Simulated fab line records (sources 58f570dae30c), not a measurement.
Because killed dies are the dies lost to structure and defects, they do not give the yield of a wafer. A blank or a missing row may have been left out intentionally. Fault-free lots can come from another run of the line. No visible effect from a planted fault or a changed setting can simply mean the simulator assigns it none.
Which of the tools did it? | flow berkeleyCmos170 | route of 331 steps, sampled at 1 step: 14 lots, 42 wafers

## WHAT EACH GAUGE READ, for each wafer
UCB170_NSD_CD_MEAS_06 targets a cd of 1200 nm. Usual: 1200.1 nm for cdNm, sd 1.2.
lot  | measured     | on       | cdNm (nm)            | flag
L892 | day 6 11:09  | cdSem-02 | 1200.6 1199.9 1201.1 | 
L893 | day 7 04:38  | cdSem-02 | 1200.5 1200.5 1199.9 | 
L899 | day 7 20:37  | cdSem-02 | 1200.2 1200.9 1200.0 | 
L895 | day 7 21:10  | cdSem-02 | 1200.2 1201.4 1201.4 | 
L896 | day 7 21:44  | cdSem-02 | 1199.4 1199.1 1198.1 | 
L902 | day 8 08:00  | cdSem-02 | 1200.1 1200.6 1200.4 | 
L897 | day 8 08:40  | cdSem-02 | 1200.6 1199.3 1198.9 | 
L903 | day 8 22:06  | cdSem-02 | 1199.5 1199.8 1200.8 | 
L904 | day 9 03:58  | cdSem-01 | 1201.2 1201.8 1200.2 | 
L905 | day 9 17:49  | cdSem-01 | 1200.4 1199.8 1200.9 | 
L907 | day 9 18:05  | cdSem-01 | 1199.1 1201.6 1201.4 | 
L910 | day 10 10:56 | cdSem-01 | 1198.1 1198.8 1198.4 | 
L913 | day 10 23:25 | cdSem-02 | 1200.8 1200.7 1199.8 | 
L915 | day 11 10:36 | cdSem-01 | 1201.4 1201.2 1198.9 | 

## WHAT TOOL EACH LOT RAN ON (gives the tool, then ch and the chambers of the sampled wafers, and finally the start)
The record shows no process step preceding these readings.

## WHAT THE TOOLS THEMSELVES READ (means of the sampled wafers that have a number; where no wafer has one, the mark that the record gives instead)
The record holds no such reading with a usual standard deviation.

## THE ANSWER, worked out from the rows above alone
Rule: take the mean of a lot's wafers that have a number; if it is more than 3 standard deviations from the usual mean, the lot is off. A lot without any number at a reading at which 4 lots or more have one is off too. Any other lot the step has rows for is counted as sound. Order of review: gauges by route order, followed by the tools' own readings, for which a lot's mean as printed above is used. At the first step where some lot is off, the reading lying furthest off is the one used; lots without a number count as furthest.
Nothing can be told from this: no lot is off at any reading shown.

## WHAT THE SIMULATOR HAD PUT IN
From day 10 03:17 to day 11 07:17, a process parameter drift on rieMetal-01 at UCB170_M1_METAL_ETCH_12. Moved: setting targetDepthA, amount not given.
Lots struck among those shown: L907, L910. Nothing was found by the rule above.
